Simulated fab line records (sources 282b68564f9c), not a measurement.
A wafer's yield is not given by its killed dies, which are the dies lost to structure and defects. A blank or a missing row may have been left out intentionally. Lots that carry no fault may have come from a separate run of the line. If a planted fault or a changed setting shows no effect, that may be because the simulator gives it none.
fab line records	flow rit-cmos
record lots=6	wafers=18	last-day=6
route steps=202 shown CONTACT@172 M1@184
lots that met no fault: from a run of the same line without faults
start-h: hours from the record's opening day to when the first of the lot's shown wafers began	wait-h: hours elapsed since this lot's preceding step	" identical to the entry in the row above	L1.1+2: a single row standing in for several wafers	- no value, or no start given	* or withheld: withheld	< > ~ a bound
route shown NAME@n: NAME is a module with steps in the file, n the number in the route of the first one	usual: mean/standard deviation taken from wafers without a fault	same: alike in all rows	chamber/n: place in a boat	sites: the reading at each site	_std_site: the standard deviation of these	_edge_site: mean of outer sites minus mean of inner sites	radius-mm: for every site, how far away it sits from the centre of the wafer	mask NAME#n: copy n	behind: tool/chamber where the wafer was last shaped	hold: cause of the lot's hold/its duration in hours/its outcome	device: the transistor (n, p or np) that didn't switch	end of line: the route-end tests of the same wafers	a step given without rows: its recipe and nothing more	killed: not the wafer's yield, but the dies lost to structure and defects at the first sort	map: shows each die of a wafer: x if killed, . if not, _ if none is there
set.NAME: the setting as run; set.NAME@STEP: as run at that earlier step	model.NAME: the simulator's own value behind a step, which no gauge read
a table for each step, a row for each wafer; lots at some steps of the route
services: the hour from which a tool's chamber was out of use, counted from the record's first day as start-h (under 0 if before that day), plus the number of hours and why
## steps
# step RIT_CONTACT_SOFTBAKE_04
# recipe resist=NOVOLAK	temp-c=90	time-s=60
# step RIT_CONTACT_EXPOSE_05
# recipe mask-id=M11	na=0.6	source-shape=conventional	sigma-outer=0.5	target-cd-nm=1000	dose-mj=250
# step RIT_CONTACT_PEB_06
# recipe resist=NOVOLAK	temp-c=withheld	time-s=withheld
# step RIT_CONTACT_DEVELOP_07
# recipe resist=NOVOLAK	develop-time-s=120	dev-temp-c=23
# step RIT_CONTACT_CD_MEAS_08
# recipe target-cd-nm=1000
# usual cd-nm=998.9/2.1
lot.wafer	tool	chamber	start-h	wait-h	cd-nm
L324.3	cd-sem-01	-	82.90	-	1000.0
L324.5	"	-	"	"	1000.2
L324.6	"	-	"	"	1000.7
L325.1	cd-sem-01	-	89.18	-	999.1
L325.2	"	-	"	"	1000.1
L325.4	"	-	"	"	996.6
L329.1	cd-sem-02	-	109.51	-	999.8
L329.5	"	-	"	"	1000.9
L329.6	"	-	"	"	1000.2
L334.3	cd-sem-02	-	133.05	-	1000.2
L334.4	"	-	"	"	1001.1
L334.6	"	-	"	"	1002.1
L335.1	cd-sem-02	-	136.58	-	998.9
L335.2	"	-	"	"	999.4
L335.4	"	-	"	"	999.3
L336.1	cd-sem-01	-	139.41	-	999.1
L336.3	"	-	"	"	998.6
L336.4	"	-	"	"	1000.8
# step RIT_CONTACT_OVL_MEAS_09
# usual CONTACT_OVL=0.6/1.2
lot.wafer	tool	chamber	start-h	wait-h	CONTACT_OVL[nm]
L324.3	overlay-01	-	82.99	0.1	1.4
L324.5	"	-	"	"	2.5
L324.6	"	-	"	"	2.1
L325.1	overlay-01	-	89.30	0.1	1.4
L325.2	"	-	"	"	1.1
L325.4	"	-	"	"	0.2
L329.1	overlay-01	-	109.63	0.1	-0.5
L329.5	"	-	"	"	-0.6
L329.6	"	-	"	"	0.7
L334.3	overlay-01	-	133.14	0.1	1.4
L334.4	"	-	"	"	0.7
L334.6	"	-	"	"	0.4
L335.1	overlay-01	-	136.70	0.1	0.1
L335.2	"	-	"	"	-0.3
L335.4	"	-	"	"	0.5
L336.1	overlay-01	-	139.53	0.1	1.5
L336.3	"	-	"	"	0.8
L336.4	"	-	"	"	0.1
# step RIT_CONTACT_HARDBAKE_10
# recipe resist=NOVOLAK	temp-c=140	time-s=60
# step RIT_CONTACT_ETCH_11
# recipe target-depth-a=4800	over-etch-frac=0.2	stop-on=TiSi2	chemistry=CHF3/CF4/Ar	target=SiO2	CHF3_flow_sccm=50	cf4-flow-sccm=10	Ar_flow_sccm=100	O2_flow_sccm=5	pressure-mtorr=100	rf-w=200	time-s=320
# usual drypump-motor-current-A=5.6/0.58	mfc-ar-sccm=100.00/0.29	oes-product-au=0.992/0.015	rf-fwd-power-W=199.4/0.6	throttle-valve-pct=8.82/0.13
lot.wafer	tool	chamber	start-h	wait-h	drypump-motor-current-A	mfc-ar-sccm	oes-product-au	rf-fwd-power-W	rf-hours-counter-h	throttle-valve-pct
L324.3	rie-diel-04	0	83.17	0.1	5.7	100.14	0.975	199.0	40	8.93
L324.5	"	3	"	"	5.9	100.47	1.001	198.8	-	8.81
L324.6	"	0	"	"	5.7	100.36	0.975	199.8	-	8.93
L325.1	rie-diel-03	0	89.48	0.1	5.2	99.45	0.984	200.2	23	8.78
L325.2	"	3	"	"	4.9	100.36	1.010	199.9	54	8.59
L325.4	"	1	"	"	5.3	99.54	0.976	198.7	8	8.76
L329.1	rie-diel-03	2	109.82	0.1	6.5	100.43	0.979	199.2	6	9.04
L329.5	"	1	"	"	5.3	100.21	0.983	199.9	-	8.74
L329.6	"	0	"	"	5.2	99.96	0.990	199.9	-	8.79
L334.3	rie-diel-03	1	133.31	0.1	5.3	99.86	0.983	200.3	10	8.75
L334.4	"	2	"	"	6.6	100.25	0.972	198.8	7	9.03
L334.6	"	3	"	"	4.9	100.15	1.012	198.6	-	8.60
L335.1	rie-diel-04	3	137.03	0.1	5.9	100.26	1.002	199.2	37	8.82
L335.2	"	0	"	"	5.7	99.74	0.980	200.3	41	8.92
L335.4	"	2	"	"	6.5	100.10	0.990	199.6	2	8.84
L336.1	rie-diel-03	3	139.71	0.1	4.9	99.62	1.018	200.1	55	8.58
L336.3	"	0	"	"	5.2	100.37	0.994	199.4	24	8.80
L336.4	"	1	"	"	5.3	99.77	0.987	199.6	10	8.76
# step RIT_CONTACT_STRIP_12
# recipe chemistry=O2	time-s=180	resist=NOVOLAK	platen-temp-c=withheld	power-w=500	pressure-mtorr=4000	o2-flow-sccm=4000
# usual drypump-motor-current-A=5.4/0.48
lot.wafer	tool	chamber	start-h	wait-h	drypump-motor-current-A	rf-hours-counter-h
L324.3	plasma-asher-04	1	83.42	0.2	5.2	-
L324.5	"	1	"	"	5.2	-
L324.6	"	0	"	"	4.8	-
L325.1	plasma-asher-03	0	89.68	0.1	5.8	50
L325.2	"	1	"	"	5.4	50
L325.4	"	0	"	"	5.8	-
L329.1	plasma-asher-02	0	110.01	0.1	6.5	28
L329.5	"	0	"	"	6.5	-
L329.6	"	1	"	"	5.0	-
L334.3	plasma-asher-03	1	133.57	0.2	5.5	-
L334.4	"	0	"	"	5.8	-
L334.6	"	1	"	"	5.5	-
L335.1	plasma-asher-03	0	137.22	0.1	5.8	55
L335.2	"	1	"	"	5.4	55
L335.4	"	0	"	"	5.8	-
L336.1	plasma-asher-02	1	139.91	0.1	4.9	32
L336.3	"	1	"	"	5.0	-
L336.4	"	0	"	"	6.5	-
# step RIT_CONTACT_CD_MEAS_90
# recipe target-cd-nm=1000
# usual cd-nm=999.0/2.1
lot.wafer	tool	chamber	start-h	wait-h	cd-nm
L324.3	cd-sem-02	-	83.58	0.1	999.6
L324.5	"	-	"	"	999.8
L324.6	"	-	"	"	1000.4
L325.1	cd-sem-02	-	89.85	0.1	998.9
L325.2	"	-	"	"	999.4
L325.4	"	-	"	"	996.5
L329.1	cd-sem-01	-	110.19	0.1	1000.4
L329.5	"	-	"	"	1001.2
L329.6	"	-	"	"	1001.0
L334.3	cd-sem-01	-	133.72	0.1	1000.4
L334.4	"	-	"	"	1001.4
L334.6	"	-	"	"	1001.9
L335.1	cd-sem-01	-	137.39	0.1	999.0
L335.2	"	-	"	"	999.2
L335.4	"	-	"	"	999.0
L336.1	cd-sem-02	-	140.08	0.1	998.3
L336.3	"	-	"	"	998.6
L336.4	"	-	"	"	1001.0
# step RIT_CONTACT_CLEAN_13
# recipe chemistry=SC1	mix=3:3:50	time-s=600	temp-c=75
# step RIT_CONTACT_CLEAN_14
# recipe chemistry=SC2	mix=3:3:50	time-s=600	temp-c=75	dry=n2-spin
# step RIT_M1_SPUTTER_00
# recipe material=Al	target-thk-nm=400	power-w=2000	chamber-pressure-pa=0.4	gas=Ar	time-s=500	substrate-temp-c=25
# usual chamber-pressure-pa=0.4000/0.00083	throttle-valve-pct=30.3/0.81
lot.wafer	tool	chamber	start-h	wait-h	chamber-pressure-pa	throttle-valve-pct	model.Al_of_M1_SPUTTER_00.thk-nm
L324.3	pvd-sputter-02	-	84.01	0.0	0.4002	30.2	401.6
L324.5	"	-	"	"	0.4002	29.7	392.7
L324.6	"	-	"	"	0.3998	29.6	400.5
L325.1	pvd-sputter-04	-	90.34	0.0	0.4003	30.3	400.5
L325.2	"	-	"	"	0.4001	29.9	406.6
L325.4	"	-	"	"	0.4009	31.4	400
L329.1	pvd-sputter-04	-	110.66	0.0	0.3978	29.7	406.6
L329.5	"	-	"	"	0.3987	29.9	406.9
L329.6	"	-	"	"	0.4018	31.6	402.3
L334.3	pvd-sputter-02	-	134.17	0.0	0.3987	31.7	359.2
L334.4	"	-	"	"	0.4007	29.4	362.7
L334.6	"	-	"	"	0.3984	29.6	359.8
L335.1	pvd-sputter-01	-	137.88	0.0	0.4007	29.8	403.9
L335.2	"	-	"	"	0.3997	29.4	404.5
L335.4	"	-	"	"	0.3999	30.0	402.8
L336.1	pvd-sputter-02	-	140.55	0.0	0.3997	30.5	355.4
L336.3	"	-	"	"	0.4002	29.9	352.1
L336.4	"	-	"	"	0.3990	32.0	352.5
# step RIT_M1_RS_MEAS_01
# recipe thk-meas-gauge=four-point-probe	reads=Al_of_M1_SPUTTER_00
# usual M1_AL_RS=0.0733/0.00079
lot.wafer	tool	chamber	start-h	wait-h	M1_AL_RS[ohm/sq]
L324.3	film-metro-01	-	84.34	0.2	0.0731
L324.5	"	-	"	"	0.0746
L324.6	"	-	"	"	0.0734
L325.1	film-metro-01	-	90.63	0.1	0.0732
L325.2	"	-	"	"	0.0721
L325.4	"	-	"	"	0.0735
L329.1	film-metro-02	-	110.95	0.1	0.0724
L329.5	"	-	"	"	0.0724
L329.6	"	-	"	"	0.0732
L334.3	film-metro-03	-	134.50	0.2	0.0820
L334.4	"	-	"	"	0.0810
L334.6	"	-	"	"	0.0817
L335.1	film-metro-03	-	138.18	0.1	0.0726
L335.2	"	-	"	"	0.0726
L335.4	"	-	"	"	0.0729
L336.1	film-metro-02	-	140.85	0.1	0.0830
L336.3	"	-	"	"	0.0838
L336.4	"	-	"	"	0.0838
# step RIT_M1_THK_MEAS_02
# recipe thk-meas-gauge=xrf	reads=Al_of_M1_SPUTTER_00
# usual M1_AL_THK=402/4.5
lot.wafer	tool	chamber	start-h	wait-h	M1_AL_THK[nm]
L324.3	film-metro-01	-	84.44	0.1	406
L324.5	"	-	"	"	395
L324.6	"	-	"	"	403
L325.1	film-metro-01	-	90.75	0.1	402
L325.2	"	-	"	"	407
L325.4	"	-	"	"	400
L329.1	film-metro-02	-	111.07	0.1	407
L329.5	"	-	"	"	407
L329.6	"	-	"	"	401
L334.3	film-metro-03	-	134.60	0.1	363
L334.4	"	-	"	"	366
L334.6	"	-	"	"	363
L335.1	film-metro-03	-	138.30	0.1	409
L335.2	"	-	"	"	410
L335.4	"	-	"	"	409
L336.1	film-metro-02	-	140.97	0.1	356
L336.3	"	-	"	"	351
L336.4	"	-	"	"	352
# step RIT_M1_HMDS_03
# recipe prime-time-s=60	prime-temp-c=140
# step RIT_M1_COAT_04
# recipe resist=NOVOLAK	spin-rpm=2000	resist-thk-nm=1300
# step RIT_M1_SOFTBAKE_05
# recipe resist=NOVOLAK	temp-c=90	time-s=60
# step RIT_M1_EXPOSE_06
# recipe mask-id=M12	na=0.6	source-shape=conventional	sigma-outer=0.5	target-cd-nm=2600	dose-mj=250
# step RIT_M1_PEB_07
# recipe resist=NOVOLAK	temp-c=withheld	time-s=withheld
# step RIT_M1_DEVELOP_08
# recipe resist=NOVOLAK	develop-time-s=68	dev-temp-c=23
# step RIT_M1_CD_MEAS_09
# recipe target-cd-nm=2600
# usual cd-nm=2601.6/2.4
lot.wafer	tool	chamber	start-h	wait-h	cd-nm
L324.3	cd-sem-02	-	85.43	-	2598.9
L324.5	"	-	"	"	2599.4
L324.6	"	-	"	"	2599.7
L325.1	cd-sem-01	-	91.69	-	2599.5
L325.2	"	-	"	"	2599.0
L325.4	"	-	"	"	2600.2
L329.1	cd-sem-02	-	112.14	-	2603.0
L329.5	"	-	"	"	2607.5
L329.6	"	-	"	"	2603.9
L334.3	cd-sem-02	-	135.56	-	2602.0
L334.4	"	-	"	"	2601.5
L334.6	"	-	"	"	2604.4
L335.1	cd-sem-02	-	139.36	-	2601.1
L335.2	"	-	"	"	2599.6
L335.4	"	-	"	"	2600.1
L336.1	cd-sem-01	-	141.91	-	2604.4
L336.3	"	-	"	"	2604.2
L336.4	"	-	"	"	2604.4
# step RIT_M1_OVL_MEAS_10
# usual M1_OVL=-0.5/1.5
lot.wafer	tool	chamber	start-h	wait-h	M1_OVL[nm]
L324.3	overlay-01	-	85.52	0.1	0.7
L324.5	"	-	"	"	-0.6
L324.6	"	-	"	"	0.6
L325.1	overlay-02	-	91.81	0.1	1.1
L325.2	"	-	"	"	-0.2
L325.4	"	-	"	"	0.0
L329.1	overlay-01	-	112.26	0.1	-2.3
L329.5	"	-	"	"	-2.8
L329.6	"	-	"	"	-2.9
L334.3	overlay-01	-	135.66	0.1	-0.3
L334.4	"	-	"	"	-1.2
L334.6	"	-	"	"	2.2
L335.1	overlay-02	-	139.48	0.1	0.6
L335.2	"	-	"	"	0.6
L335.4	"	-	"	"	-1.0
L336.1	overlay-02	-	142.03	0.1	-0.4
L336.3	"	-	"	"	-0.3
L336.4	"	-	"	"	0.0
# step RIT_M1_HARDBAKE_11
# recipe resist=NOVOLAK	temp-c=140	time-s=120
# step RIT_M1_METAL_ETCH_12
# recipe stop-on=SiO2	chemistry=Cl2/BCl3	target=Al	time-s=165	over-etch-frac=0.5	pressure-mtorr=100	target-depth-a=6000	rf-w=250	Cl2_flow_sccm=60	bcl3-flow-sccm=50
# usual bcl3-flow-sccm=50.00/0.16	drypump-motor-current-A=5.72/0.19	oes-product-au=0.777/0.01	rf-fwd-power-W=248.8/0.84	throttle-valve-pct=8.28/0.11
lot.wafer	tool	chamber	start-h	wait-h	bcl3-flow-sccm	drypump-motor-current-A	oes-product-au	rf-fwd-power-W	rf-hours-counter-h	throttle-valve-pct
L324.3	rie-metal-03	1	85.85	0.2	50.09	5.75	0.795	249.6	-	8.29
L324.5	"	1	"	"	50.12	5.75	0.784	249.3	-	8.30
L324.6	"	0	"	"	49.74	6.05	0.770	247.5	-	8.46
L325.1	rie-metal-02	0	92.10	0.2	50.04	5.51	0.778	248.3	35	8.37
L325.2	"	1	"	"	49.78	5.46	0.784	250.3	38	8.29
L325.4	"	1	"	"	50.19	5.46	0.779	248.8	-	8.30
L329.1	rie-metal-01	0	112.54	0.2	50.06	5.79	0.783	248.2	1	8.14
L329.5	"	1	"	"	49.86	5.71	0.791	248.9	-	8.15
L329.6	"	0	"	"	49.99	5.79	0.767	248.1	-	8.15
L334.3	rie-metal-01	0	136.23	0.2	49.94	5.83	0.718	248.8	-	8.18
L334.4	"	1	"	"	50.20	5.70	0.738	249.8	-	8.16
L334.6	"	0	"	"	50.23	5.84	0.730	248.3	-	8.17
L335.1	rie-metal-03	1	139.77	0.2	49.96	5.73	0.786	250.4	5	8.29
L335.2	"	0	"	"	49.90	6.03	0.777	247.5	5	8.43
L335.4	"	1	"	"	50.14	5.74	0.790	248.6	-	8.27
L336.1	rie-metal-01	0	142.31	0.2	49.70	5.84	0.723	249.8	1	8.16
L336.3	"	0	"	"	49.83	5.83	0.719	249.3	-	8.16
L336.4	"	1	"	"	49.84	5.70	0.727	249.3	-	8.16
# step RIT_M1_STRIP_13
# recipe chemistry=nmp	resist=NOVOLAK	temp-c=80	time-s=600	dry=n2-spin
# step RIT_M1_PROBE_99
# usual defect-limited-yield=97.5/1.1	killed-at-front-end=6.6/3	killed-dies=6.6/3	killed-open=3.4/2	killed-short=3.2/2	sort_bin_3_pad_short=0.1/0.2	sort_bin_5_function=1.4/0.83	sort_bin_6_memory=1.0/0.63	sort-n-pass=257.4/3	sort-yield-pct=97.5/1.1
# same gross-dies=264	killed_at_M0_to_M3=0	killed_at_M4_up=0	killed-at-back-side=0	killed-at-contacts=0	killed-at-other=0
lot.wafer	tool	chamber	start-h	wait-h	defect-limited-yield[%]	killed-at-front-end	killed-dies	killed-open	killed-short	sort_bin_3_pad_short[%]	sort_bin_5_function[%]	sort_bin_6_memory[%]	sort-n-pass	sort-yield-pct[%]	model.etest.m1.rs-ohm-sq
L324.3	prober-02	-	88.14	0.2	98.1	5	5	2	3	0.4	0	1.5	259.0	98.1	0.07196
L324.5	prober-02	-	88.24	0.2	98.1	5	5	2	3	0	0.4	1.5	259.0	98.1	0.07406
L324.6	prober-02	-	88.29	0.2	98.5	4	4	4	0	0	1.1	0.4	260.0	98.5	0.07229
L325.1	prober-01	-	94.37	0.1	98.5	4	4	2	2	0	0.8	0.8	260.0	98.5	0.07239
L325.2	prober-01	-	94.42	0.1	97.7	6	6	2	4	0.4	0.8	1.1	258.0	97.7	0.07077
L325.4	prober-01	-	94.52	0.2	98.1	5	5	2	3	0	1.1	0.8	259.0	98.1	0.07215
L329.1	prober-01	-	114.81	0.1	97.3	7	7	1	6	0	1.9	0.8	257.0	97.3	0.07144
L329.5	prober-01	-	115.01	0.2	97.7	6	6	4	2	0	1.1	1.1	258.0	97.7	0.07135
L329.6	prober-01	-	115.06	0.2	98.5	4	4	3	1	0	0.4	1.1	260.0	98.5	0.07221
L334.3	prober-01	-	138.54	0.2	95.5	12	12	8	4	0	3.8	0.8	252.0	95.5	0.0811
L334.4	prober-01	-	138.59	0.2	99.2	2	2	0	2	0	0.8	0	262.0	99.2	0.07969
L334.6	prober-01	-	138.69	0.2	97.3	7	7	5	2	0	1.5	1.1	257.0	97.3	0.08054
L335.1	prober-02	-	142.02	0.1	98.1	5	5	2	3	0	1.1	0.8	259.0	98.1	0.07184
L335.2	prober-02	-	142.07	0.1	98.5	4	4	3	1	0	0.8	0.8	260.0	98.5	0.07156
L335.4	prober-02	-	142.17	0.2	95.8	11	11	5	6	0	3.8	0.4	253.0	95.8	0.07199
L336.1	prober-01	-	144.57	0.1	97.7	6	6	3	3	0	1.9	0.4	258.0	97.7	0.08193
L336.3	prober-01	-	144.67	0.2	98.1	5	5	4	1	0	1.1	0.8	259.0	98.1	0.08222
L336.4	prober-01	-	144.72	0.2	97.7	6	6	5	1	0	1.1	1.1	258.0	97.7	0.08226
# killed by level:class
L324.3 GATE:geometric-particle:open=1 GATE:geometric-particle:short=1 REOX:geometric-particle:short=1 SPACER:geometric-particle:short=1 SPACER:geometric-particle:open=1
L324.5 GATE:geometric-particle:short=3 FOX1:geometric-particle:open=1 FOX2:geometric-particle:open=1
L324.6 FOX1:geometric-particle:open=1 GATE:geometric-particle:open=1 REOX:geometric-particle:open=1 SILICIDE:geometric-particle:open=1
L325.1 FOX1:geometric-particle:short=1 GATE:geometric-particle:short=1 SPACER:geometric-particle:open=1 SILICIDE:geometric-particle:open=1
L325.2 ACTIVE:geometric-particle:short=1 FOX2:geometric-particle:open=1 GATE:geometric-particle:short=1 REOX:geometric-particle:short=1 SPACER:geometric-particle:open=1 SILICIDE:geometric-particle:short=1
L325.4 FOX2:geometric-particle:short=1 GATE:geometric-particle:short=1 GATE:geometric-particle:open=1 REOX:geometric-particle:short=1 SILICIDE:geometric-particle:open=1
L329.1 FOX1:geometric-particle:short=2 FOX2:geometric-particle:short=2 FOX1:geometric-particle:open=1 GATE:geometric-particle:short=1 REOX:geometric-particle:short=1
L329.5 GATE:geometric-particle:open=4 FOX2:geometric-particle:short=1 REOX:geometric-particle:short=1
L329.6 FOX1:geometric-particle:open=1 GATE:geometric-particle:open=1 GATE:geometric-particle:short=1 SPACER:geometric-particle:open=1
L334.3 FOX1:geometric-particle:open=4 GATE:geometric-particle:open=3 FOX1:geometric-particle:short=2 GATE:geometric-particle:short=2 SILICIDE:geometric-particle:open=1
L334.4 REOX:geometric-particle:short=2
L334.6 GATE:geometric-particle:open=2 REOX:geometric-particle:open=2 REOX:geometric-particle:short=1 SILICIDE:geometric-particle:short=1 SILICIDE:geometric-particle:open=1
L335.1 GATE:geometric-particle:short=1 GATE:geometric-particle:open=1 REOX:geometric-particle:short=1 SPACER:geometric-particle:open=1 SILICIDE:geometric-particle:short=1
L335.2 SPACER:geometric-particle:open=3 GATE:geometric-particle:short=1
L335.4 FOX2:geometric-particle:short=3 FOX1:geometric-particle:open=1 FOX2:geometric-particle:open=1 GATE:geometric-particle:open=1 GATE:geometric-particle:short=1 REOX:geometric-particle:short=1 REOX:geometric-particle:open=1 SILICIDE:geometric-particle:open=1
L336.1 REOX:geometric-particle:open=2 FOX1:geometric-particle:open=1 FOX2:geometric-particle:short=1 GATE:geometric-particle:short=1 REOX:geometric-particle:short=1
L336.3 REOX:geometric-particle:open=2 FOX1:geometric-particle:open=1 GATE:geometric-particle:open=1 REOX:geometric-particle:short=1
L336.4 FOX1:geometric-particle:open=2 FOX1:geometric-particle:short=1 GATE:geometric-particle:open=1 REOX:geometric-particle:open=1 SPACER:geometric-particle:open=1
## services
tool	chamber	start-h	hours	kind
rie-diel-04	2	71.74	8.0	repair
pvd-sputter-04	-	72.00	0.6	repair
rie-metal-03	1	72.47	10.2	repair
rie-diel-04	2	81.53	3.8	repair
rie-metal-03	1	89.08	3.9	repair
rie-diel-04	2	94.22	3.2	repair
rie-metal-01	-	116.21	2.8	pm
rie-metal-01	0	119.54	12.1	repair
rie-metal-02	-	136.12	20.0	pm
rie-metal-02	0	136.12	20.0	vent-cycle
rie-metal-02	1	136.12	20.0	vent-cycle
plasma-asher-03	-	141.43	21.2	repair
## key
first-sign step=RIT_M1_RS_MEAS_01	reading=M1_AL_RS	direction=up	sigmas=12	usual=0.0733	struck=0.0826
effect step=RIT_M1_THK_MEAS_02	reading=M1_AL_THK	direction=down	sigmas=9.7	usual=402	struck=358
effect step=RIT_M1_METAL_ETCH_12	reading=oes-product-au	direction=down	sigmas=4.9	usual=0.777	struck=0.726
model-effect step=RIT_M1_SPUTTER_00	value=Al_of_M1_SPUTTER_00.thk-nm	without=397	struck=357
model-effect step=RIT_M1_PROBE_99	value=etest.m1.rs-ohm-sq	without=0.0731	struck=0.08129
met-at RIT_M1_SPUTTER_00
struck-wafers L334.3,L334.4,L334.6,L336.1,L336.3,L336.4
loop-trim step=RIT_CONTACT_EXPOSE_05	setting=dose	lots=L334,L336
onset-between 84.01 134.17
also-fits RIT_CONTACT_ETCH_11:rie-diel-03
fault kind=process-parameter-drift	tool=pvd-sputter-02	chamber=-	onset-h=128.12	steps=RIT_M1_SPUTTER_00	channel=target-thk-nm	offset=-40	shape=step	end-h=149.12	stated=400
# loop-trim: a control loop set the setting to another value than it would have without faults
